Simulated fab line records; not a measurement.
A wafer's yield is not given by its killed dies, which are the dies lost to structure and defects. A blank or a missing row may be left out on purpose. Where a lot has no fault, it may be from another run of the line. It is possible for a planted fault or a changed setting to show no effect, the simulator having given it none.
fab line records	flow rit_cmos
[record] lots = 7	wafers = 21	last_day = 7
route steps=202 shown FOX2@24 NWELL@28 PWELL@39 WELLDRIVE@50 M1@202
lots that met no fault: taken from a fault-free run of the same line
start_h: start of the lot's first displayed wafer, in hours after the record's first day	wait_h: hours elapsed since this lot's preceding step	" unchanged from the row above	L1.1+2: several wafers, shown together as one row	- value missing, or start not given	* or withheld: withheld	< > ~ a bound
route shown NAME@n: NAME is a module with steps in the file, n the number in the route of the first one	usual: mean and standard deviation over wafers with no fault	same: alike in all rows	chamber/n: place in a boat	sites: the reading at each site	_std_site: the values' standard deviation	_edge_site: outer sites' mean less inner sites'	radius_mm: how far each site lies from the wafer's centre	mask NAME#n: copy n	behind: tool/chamber where the wafer was last shaped	hold: the reason the lot was held/the length of the hold in hours/how it ended	device: which transistor (n, p or np) failed to switch	end of line: the tests these same wafers got at the end of their route	a step with no rows: only its recipe	killed: count of dies lost to structure and defects at first sort (not the wafer's yield)	map: shows each die of a wafer: x if killed, . if not, _ if none is there
set.NAME: the setting the step ran with; set.NAME@STEP: the setting that earlier step ran with	model.NAME: the simulator's own value behind a step, which no gauge read
lots seen at some steps along the route; tables by step, rows by wafer
services: a tool's chamber out of use, with start hour (start_h, from the record's first day; less than 0 if before it), hours out, and reason
[[steps]]
[step RIT_FOX2_THK_MEAS_01]
[recipe] reads = SiO2_of_FOX2_OXIDATION_00
[usual] FOX2_OXIDE_THK = 350/8.2
lot.wafer	tool	chamber	start_h	wait_h	FOX2_OXIDE_THK[nm]
L264.1	film_metro-03	-	28.72	0.0	358
L264.3	"	-	"	"	345
L264.5	"	-	"	"	354
L269.1	film_metro-01	-	55.36	0.0	347
L269.2	"	-	"	"	347
L269.5	"	-	"	"	344
L272.3	film_metro-03	-	70.87	0.0	356
L272.4	"	-	"	"	355
L272.5	"	-	"	"	357
L274.3	film_metro-03	-	80.34	0.0	359
L274.5	"	-	"	"	358
L274.6	"	-	"	"	359
L275.1	film_metro-04	-	85.82	0.0	349
L275.2	"	-	"	"	355
L275.6	"	-	"	"	348
L276.1	film_metro-04	-	90.27	0.0	345
L276.2	"	-	"	"	343
L276.4	"	-	"	"	338
L282.2	film_metro-01	-	121.02	0.0	340
L282.3	"	-	"	"	342
L282.4	"	-	"	"	347
[step RIT_FOX2_CLEAN_02]
[recipe] chemistry = dHF	dilution = 50:1	time_s = 180
[step RIT_FOX2_WET_ETCH_03]
[recipe] chemistry = H3PO4	target = Si3N4	target_depth_nm = 195	temp_c = 165	time_s = 2700
[step RIT_FOX2_THK_MEAS_90]
[recipe] reads = SiO2_of_FOX2_OXIDATION_00
[usual] FIELD_OXIDE_LEFT_1_THK = 323/8.2
lot.wafer	tool	chamber	start_h	wait_h	FIELD_OXIDE_LEFT_1_THK[nm]
L264.1	film_metro-01	-	29.60	0.0	331
L264.3	"	-	"	"	318
L264.5	"	-	"	"	326
L269.1	film_metro-01	-	56.24	0.0	319
L269.2	"	-	"	"	319
L269.5	"	-	"	"	316
L272.3	film_metro-01	-	71.81	0.0	329
L272.4	"	-	"	"	327
L272.5	"	-	"	"	330
L274.3	film_metro-04	-	81.21	0.0	331
L274.5	"	-	"	"	331
L274.6	"	-	"	"	332
L275.1	film_metro-01	-	86.69	0.0	321
L275.2	"	-	"	"	327
L275.6	"	-	"	"	320
L276.1	film_metro-01	-	91.15	0.0	317
L276.2	"	-	"	"	315
L276.4	"	-	"	"	311
L282.2	film_metro-03	-	121.90	0.0	313
L282.3	"	-	"	"	314
L282.4	"	-	"	"	320
[step RIT_NWELL_HMDS_00]
[recipe] prime_time_s = 60	prime_temp_c = 140
[step RIT_NWELL_COAT_01]
[recipe] resist = NOVOLAK	spin_rpm = 2000	resist_thk_nm = 1300
[step RIT_NWELL_SOFTBAKE_02]
[recipe] resist = NOVOLAK	temp_c = 90	time_s = 60
[step RIT_NWELL_EXPOSE_03]
[recipe] mask_id = M2	na = 0.57	target_cd_nm = 43900	dose_mj = 250
[step RIT_NWELL_PEB_04]
[recipe] resist = NOVOLAK	temp_c = withheld	time_s = withheld
[step RIT_NWELL_DEVELOP_05]
[recipe] resist = NOVOLAK	develop_time_s = 68	dev_temp_c = 23.68
[step RIT_NWELL_OVL_MEAS_06]
[usual] NWELL_OVL = -0.8/1.2
lot.wafer	tool	chamber	start_h	wait_h	NWELL_OVL[nm]
L264.1	overlay-01	-	30.66	-	1.9
L264.3	"	-	"	"	1.2
L264.5	"	-	"	"	0.8
L269.1	overlay-01	-	57.30	-	-0.7
L269.2	"	-	"	"	-1.0
L269.5	"	-	"	"	-1.1
L272.3	overlay-02	-	72.74	-	0.7
L272.4	"	-	"	"	-1.1
L272.5	"	-	"	"	-0.3
L274.3	overlay-02	-	82.27	-	-0.5
L274.5	"	-	"	"	-1.6
L274.6	"	-	"	"	-1.1
L275.1	overlay-01	-	87.76	-	-0.3
L275.2	"	-	"	"	-1.3
L275.6	"	-	"	"	-0.7
L276.1	overlay-01	-	92.30	-	-0.1
L276.2	"	-	"	"	0.5
L276.4	"	-	"	"	0.5
L282.2	overlay-02	-	122.98	-	-0.7
L282.3	"	-	"	"	-0.3
L282.4	"	-	"	"	-0.1
[step RIT_NWELL_HARDBAKE_07]
[recipe] resist = NOVOLAK	temp_c = 140	time_s = 120
[step RIT_NWELL_IMPLANT_08]
[recipe] species = P	energy_kev = 170	dose_cm2 = 5e+13	tilt_deg = 7
lot.wafer	tool	chamber	start_h	wait_h
L264.1+3+5	implanter-02	0	30.95	0.2
L269.1+2+5	implanter-03	0	57.59	0.2
L269.1+2+5	implanter-03	0	57.91	0.3
L272.3+4+5	implanter-03	0	73.23	0.2
L272.3+4+5	implanter-03	0	73.55	0.3
L274.3+5+6	implanter-03	0	82.59	0.2
L274.3+5+6	implanter-03	0	82.91	0.3
L275.1+2+6	implanter-03	0	88.04	0.2
L276.1+2+4	implanter-04	0	92.59	0.2
L282.2+3+4	implanter-04	0	123.45	0.2
[step RIT_NWELL_STRIP_09]
[recipe] chemistry = O2	time_s = 180	resist = NOVOLAK	platen_temp_c = withheld	power_w = 500	pressure_mtorr = 4000	o2_flow_sccm = 4000
[usual] drypump_motor_current_A = 5.3/0.41	o2_flow_sccm = 4001/12
lot.wafer	tool	chamber	start_h	wait_h	drypump_motor_current_A	o2_flow_sccm	rf_hours_counter_h
L264.1	plasma_asher-01	0	31.10	0.1	5.4	3989	40
L264.3	"	0	"	"	5.4	3983	-
L264.5	"	0	"	"	5.4	3997	-
L269.1	plasma_asher-01	1	58.06	0.1	4.8	4018	43
L269.2	"	0	"	"	5.4	4000	43
L269.5	"	1	"	"	4.8	4004	-
L272.3	plasma_asher-01	0	73.74	0.2	5.4	4011	-
L272.4	"	1	"	"	4.8	3996	-
L272.5	"	1	"	"	4.8	4012	-
L274.3	plasma_asher-04	0	83.07	0.1	5.6	3977	-
L274.5	"	0	"	"	5.6	3990	-
L274.6	"	1	"	"	5.5	4005	-
L275.1	plasma_asher-03	0	88.19	0.1	4.9	3994	47
L275.2	"	1	"	"	6.0	3995	47
L275.6	"	0	"	"	5.0	3989	-
L276.1	plasma_asher-01	1	92.74	0.1	4.8	3984	48
L276.2	"	0	"	"	5.4	4020	48
L276.4	"	0	"	"	5.4	4010	-
L282.2	plasma_asher-04	0	123.57	0.1	5.5	4016	28
L282.3	"	0	"	"	5.6	4009	-
L282.4	"	1	"	"	5.5	3995	-
[step RIT_NWELL_TW_MEAS_10]
[usual] NWELL_TW = 2136/28
lot.wafer	tool	chamber	start_h	wait_h	NWELL_TW
L264.1	film_metro-04	-	31.27	0.1	2157
L264.3	"	-	"	"	2157
L264.5	"	-	"	"	2160
L269.1	film_metro-01	-	58.23	0.1	2627
L269.2	"	-	"	"	2609
L269.5	"	-	"	"	2624
L272.3	film_metro-01	-	73.88	0.1	2643
L272.4	"	-	"	"	2638
L272.5	"	-	"	"	2624
L274.3	film_metro-02	-	83.21	0.1	2640
L274.5	"	-	"	"	2643
L274.6	"	-	"	"	2642
L275.1	film_metro-04	-	88.37	0.1	2139
L275.2	"	-	"	"	2163
L275.6	"	-	"	"	2153
L276.1	film_metro-04	-	92.91	0.1	2162
L276.2	"	-	"	"	2156
L276.4	"	-	"	"	2146
L282.2	film_metro-01	-	123.76	0.1	2106
L282.3	"	-	"	"	2077
L282.4	"	-	"	"	2098
[step RIT_PWELL_HMDS_00]
[recipe] prime_time_s = 60	prime_temp_c = 140
[step RIT_PWELL_COAT_01]
[recipe] resist = NOVOLAK	spin_rpm = 2000	resist_thk_nm = 1300
[step RIT_PWELL_SOFTBAKE_02]
[recipe] resist = NOVOLAK	temp_c = 90	time_s = 60
[step RIT_PWELL_EXPOSE_03]
[recipe] mask_id = M3	na = 0.57	target_cd_nm = 43700	dose_mj = 250
[step RIT_PWELL_PEB_04]
[recipe] resist = NOVOLAK	temp_c = withheld	time_s = withheld
[step RIT_PWELL_DEVELOP_05]
[recipe] resist = NOVOLAK	develop_time_s = 68	dev_temp_c = 23
[step RIT_PWELL_OVL_MEAS_06]
[usual] PWELL_OVL = 0.0/1.4
lot.wafer	tool	chamber	start_h	wait_h	PWELL_OVL[nm]
L264.1	overlay-02	-	32.21	-	-3.1
L264.3	"	-	"	"	-2.8
L264.5	"	-	"	"	-1.7
L269.1	overlay-02	-	59.45	-	-0.8
L269.2	"	-	"	"	-1.9
L269.5	"	-	"	"	-1.7
L272.3	overlay-01	-	74.86	-	-0.9
L272.4	"	-	"	"	0.2
L272.5	"	-	"	"	-0.9
L274.3	overlay-01	-	84.49	-	0.4
L274.5	"	-	"	"	1.1
L274.6	"	-	"	"	0.2
L275.1	overlay-01	-	89.57	-	0.1
L275.2	"	-	"	"	2.2
L275.6	"	-	"	"	2.7
L276.1	overlay-02	-	93.98	-	-0.3
L276.2	"	-	"	"	-0.2
L276.4	"	-	"	"	-0.8
L282.2	overlay-01	-	124.82	-	-0.5
L282.3	"	-	"	"	-1.3
L282.4	"	-	"	"	-0.5
[step RIT_PWELL_HARDBAKE_07]
[recipe] resist = NOVOLAK	temp_c = 140	time_s = 120
[step RIT_PWELL_IMPLANT_08]
[recipe] species = B	energy_kev = 170	dose_cm2 = 7e+13	tilt_deg = 7
[step RIT_PWELL_STRIP_09]
[recipe] chemistry = O2	time_s = 180	resist = NOVOLAK	platen_temp_c = withheld	power_w = 500	pressure_mtorr = 4000	o2_flow_sccm = 3934
[usual] drypump_motor_current_A = 5.3/0.45	o2_flow_sccm = 3934/11
lot.wafer	tool	chamber	start_h	wait_h	drypump_motor_current_A	o2_flow_sccm	rf_hours_counter_h
L264.1	plasma_asher-01	1	32.65	0.1	4.8	3939	40
L264.3	"	0	"	"	5.4	3948	-
L264.5	"	0	"	"	5.4	3942	-
L269.1	plasma_asher-03	1	59.89	0.1	5.9	3950	45
L269.2	"	0	"	"	5.0	3923	45
L269.5	"	1	"	"	5.9	3937	-
L272.3	plasma_asher-01	1	75.34	0.1	4.8	3949	-
L272.4	"	0	"	"	5.4	3933	-
L272.5	"	0	"	"	5.4	3931	-
L274.3	plasma_asher-03	0	84.97	0.1	5.0	3947	-
L274.5	"	1	"	"	5.9	3943	-
L274.6	"	0	"	"	5.0	3928	-
L275.1	plasma_asher-01	0	90.00	0.1	5.4	3934	47
L275.2	"	1	"	"	4.8	3935	47
L275.6	"	1	"	"	4.8	3933	-
L276.1	plasma_asher-03	0	94.41	0.1	4.9	3943	47
L276.2	"	1	"	"	5.9	3919	47
L276.4	"	0	"	"	4.9	3921	-
L282.2	plasma_asher-01	1	125.25	0.1	4.8	3936	52
L282.3	"	0	"	"	5.4	3934	-
L282.4	"	1	"	"	4.8	3932	-
[step RIT_PWELL_TW_MEAS_10]
[usual] PWELL_TW = 946/9.8
lot.wafer	tool	chamber	start_h	wait_h	PWELL_TW
L264.1	film_metro-02	-	32.83	0.1	950
L264.3	"	-	"	"	953
L264.5	"	-	"	"	950
L269.1	film_metro-02	-	60.12	0.2	951
L269.2	"	-	"	"	954
L269.5	"	-	"	"	952
L272.3	film_metro-04	-	75.48	0.1	960
L272.4	"	-	"	"	961
L272.5	"	-	"	"	955
L274.3	film_metro-02	-	85.11	0.1	943
L274.5	"	-	"	"	947
L274.6	"	-	"	"	945
L275.1	film_metro-01	-	90.18	0.1	937
L275.2	"	-	"	"	939
L275.6	"	-	"	"	943
L276.1	film_metro-02	-	94.59	0.1	947
L276.2	"	-	"	"	947
L276.4	"	-	"	"	944
L282.2	film_metro-01	-	125.44	0.1	931
L282.3	"	-	"	"	938
L282.4	"	-	"	"	931
[step RIT_WELLDRIVE_ANNEAL_00]
[recipe] temp_c = 1100	time_s = 14700	ambient = N2
[step RIT_WELLDRIVE_RS_MEAS_01]
[recipe] thk_meas_gauge = four-point-probe
[usual] NWELL_RS = 275.4/0.82
lot.wafer	tool	chamber	start_h	wait_h	NWELL_RS[ohm/sq]
L264.1	film_metro-02	-	38.01	0.0	275.3
L264.3	"	-	"	"	274.6
L264.5	"	-	"	"	275.3
L269.1	film_metro-01	-	65.26	0.0	182.5
L269.2	"	-	"	"	182.2
L269.5	"	-	"	"	183.1
L272.3	film_metro-02	-	81.28	0.0	181.7
L272.4	"	-	"	"	182.4
L272.5	"	-	"	"	182.3
L274.3	film_metro-01	-	90.28	0.0	183.1
L274.5	"	-	"	"	182.7
L274.6	"	-	"	"	182.6
L275.1	film_metro-01	-	95.36	0.0	276.1
L275.2	"	-	"	"	274.5
L275.6	"	-	"	"	275.0
L276.1	film_metro-04	-	100.44	0.0	275.5
L276.2	"	-	"	"	275.3
L276.4	"	-	"	"	275.5
L282.2	film_metro-02	-	130.59	0.0	274.3
L282.3	"	-	"	"	276.3
L282.4	"	-	"	"	275.2
[step RIT_WELLDRIVE_RS_MEAS_02]
[recipe] thk_meas_gauge = four-point-probe
[usual] PWELL_RS = 429.1/1.3
lot.wafer	tool	chamber	start_h	wait_h	PWELL_RS[ohm/sq]
L264.1	film_metro-02	-	38.13	0.1	427.1
L264.3	"	-	"	"	429.0
L264.5	"	-	"	"	429.3
L269.1	film_metro-01	-	65.38	0.1	428.6
L269.2	"	-	"	"	428.7
L269.5	"	-	"	"	429.1
L272.3	film_metro-02	-	81.40	0.1	428.2
L272.4	"	-	"	"	427.9
L272.5	"	-	"	"	427.2
L274.3	film_metro-01	-	90.40	0.1	429.0
L274.5	"	-	"	"	429.1
L274.6	"	-	"	"	429.3
L275.1	film_metro-01	-	95.48	0.1	429.1
L275.2	"	-	"	"	428.7
L275.6	"	-	"	"	428.4
L276.1	film_metro-04	-	100.56	0.1	427.9
L276.2	"	-	"	"	429.1
L276.4	"	-	"	"	427.8
L282.2	film_metro-02	-	130.71	0.1	429.5
L282.3	"	-	"	"	427.2
L282.4	"	-	"	"	428.5
[step RIT_M1_PROBE_99]
[usual] killed_at_front_end = 6.6/2.9	killed_dies = 6.6/3	killed_open = 3.4/2	killed_short = 3.2/2
[same] gross_dies = 264	killed_at_M0_to_M3 = 0	killed_at_M4_up = 0	killed_at_back_side = 0	killed_at_contacts = 0	killed_at_other = 0
lot.wafer	tool	chamber	start_h	wait_h	killed_at_front_end	killed_dies	killed_open	killed_short
L264.1	prober-01	-	68.85	0.1	9	9	3	6
L264.3	prober-01	-	68.95	0.2	11	11	4	7
L264.5	prober-01	-	69.05	0.2	3	3	2	1
L269.1	prober-01	-	96.97	0.1	3	3	2	1
L269.2	prober-01	-	97.02	0.1	6	6	3	3
L269.5	prober-01	-	97.17	0.2	8	8	4	4
L272.3	prober-02	-	112.38	0.2	6	6	2	4
L272.4	prober-02	-	112.43	0.2	9	9	6	3
L272.5	prober-02	-	112.48	0.2	5	5	2	3
L274.3	prober-02	-	123.93	0.2	5	5	3	2
L274.5	prober-02	-	124.03	0.2	4	4	3	1
L274.6	prober-02	-	124.08	0.2	7	7	3	4
L275.1	prober-01	-	125.95	0.1	5	5	2	3
L275.2	prober-01	-	126.00	0.1	4	4	3	1
L275.6	prober-01	-	126.20	0.2	3	3	2	1
L276.1	prober-02	-	130.19	0.1	3	3	1	2
L276.2	prober-02	-	130.24	0.1	8	8	2	6
L276.4	prober-02	-	130.34	0.2	1	1	0	1
L282.2	prober-02	-	163.04	0.1	6	6	4	2
L282.3	prober-02	-	163.09	0.2	8	8	5	3
L282.4	prober-02	-	163.14	0.2	4	4	1	3
// killed by level:class
L264.1 GATE:geometric_particle:short=3 GATE:geometric_particle:open=2 FOX1:geometric_particle:short=1 REOX:geometric_particle:short=1 SPACER:geometric_particle:open=1 SPACER:geometric_particle:short=1
L264.3 GATE:geometric_particle:open=4 GATE:geometric_particle:short=4 FOX2:geometric_particle:short=1 REOX:geometric_particle:short=1 SPACER:geometric_particle:short=1
L264.5 GATE:geometric_particle:short=1 GATE:geometric_particle:open=1 REOX:geometric_particle:open=1
L269.1 SPACER:geometric_particle:open=2 FOX2:geometric_particle:short=1
L269.2 SILICIDE:geometric_particle:open=3 SPACER:geometric_particle:short=2 SILICIDE:geometric_particle:short=1
L269.5 REOX:geometric_particle:open=3 SPACER:geometric_particle:short=2 FOX2:geometric_particle:short=1 GATE:geometric_particle:short=1 SILICIDE:geometric_particle:open=1
L272.3 GATE:geometric_particle:short=4 GATE:geometric_particle:open=1 SPACER:geometric_particle:open=1
L272.4 GATE:geometric_particle:short=3 GATE:geometric_particle:open=2 FOX2:geometric_particle:open=1 REOX:geometric_particle:open=1 SPACER:geometric_particle:open=1 SILICIDE:geometric_particle:open=1
L272.5 FOX2:geometric_particle:short=2 FOX2:geometric_particle:open=1 GATE:geometric_particle:open=1 SILICIDE:geometric_particle:short=1
L274.3 GATE:geometric_particle:short=2 SILICIDE:geometric_particle:open=2 SPACER:geometric_particle:open=1
L274.5 FOX1:geometric_particle:open=1 GATE:geometric_particle:short=1 REOX:geometric_particle:open=1 SILICIDE:geometric_particle:open=1
L274.6 GATE:geometric_particle:open=2 REOX:geometric_particle:short=2 FOX1:geometric_particle:open=1 GATE:geometric_particle:short=1 SILICIDE:geometric_particle:short=1
L275.1 GATE:geometric_particle:short=3 GATE:geometric_particle:open=1 SILICIDE:geometric_particle:open=1
L275.2 REOX:geometric_particle:open=2 SPACER:geometric_particle:short=1 SPACER:geometric_particle:open=1
L275.6 SPACER:geometric_particle:open=2 FOX1:geometric_particle:short=1
L276.1 FOX1:geometric_particle:short=1 REOX:geometric_particle:open=1 REOX:geometric_particle:short=1
L276.2 GATE:geometric_particle:short=2 SPACER:geometric_particle:short=2 SILICIDE:geometric_particle:short=2 FOX1:geometric_particle:open=1 GATE:geometric_particle:open=1
L276.4 REOX:geometric_particle:short=1
L282.2 GATE:geometric_particle:short=2 GATE:geometric_particle:open=1 REOX:geometric_particle:open=1 SPACER:geometric_particle:open=1 SILICIDE:geometric_particle:open=1
L282.3 GATE:geometric_particle:open=3 REOX:geometric_particle:open=2 FOX1:geometric_particle:short=1 GATE:geometric_particle:short=1 REOX:geometric_particle:short=1
L282.4 GATE:geometric_particle:short=1 REOX:geometric_particle:short=1 SPACER:geometric_particle:open=1 SPACER:geometric_particle:short=1
[[services]]
tool	chamber	start_h	hours	kind
implanter-02	-	7.95	3.0	pm
plasma_asher-04	-	33.20	1.2	repair
plasma_asher-03	-	68.20	8.0	repair
plasma_asher-04	-	69.16	10.0	pm
plasma_asher-01	-	90.33	1.3	repair
implanter-02	-	91.68	6.2	repair
plasma_asher-04	-	95.39	2.0	repair
[[key]]
[first_sign] step = RIT_NWELL_IMPLANT_08	reading = visit	direction = added
[effect] step = RIT_NWELL_TW_MEAS_10	reading = NWELL_TW	direction = up	sigmas = 18	usual = 2136	struck = 2632
[effect] step = RIT_WELLDRIVE_RS_MEAS_01	reading = NWELL_RS	direction = down	sigmas = 99+	usual = 275.4	struck = 182.5
met_at RIT_NWELL_IMPLANT_08
struck_wafers L269.1,L269.2,L269.5,L272.3,L272.4,L272.5,L274.3,L274.5,L274.6
tester_left_out L269,L272,L274
[fault] kind = repeated_step_whole	tool = implanter-02,implanter-03,implanter-04	chamber = -	onset_h = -	steps = RIT_NWELL_IMPLANT_08	times = 1	scope = struck_lots_only
// tester_left_out: of these lots the tester's yield and bins aren't shown, on N5 and GAA mostly nor the transistor test; their killed dies are dies lost to structure and defects alone, not to doping, threshold or leakage, so they don't give the yield
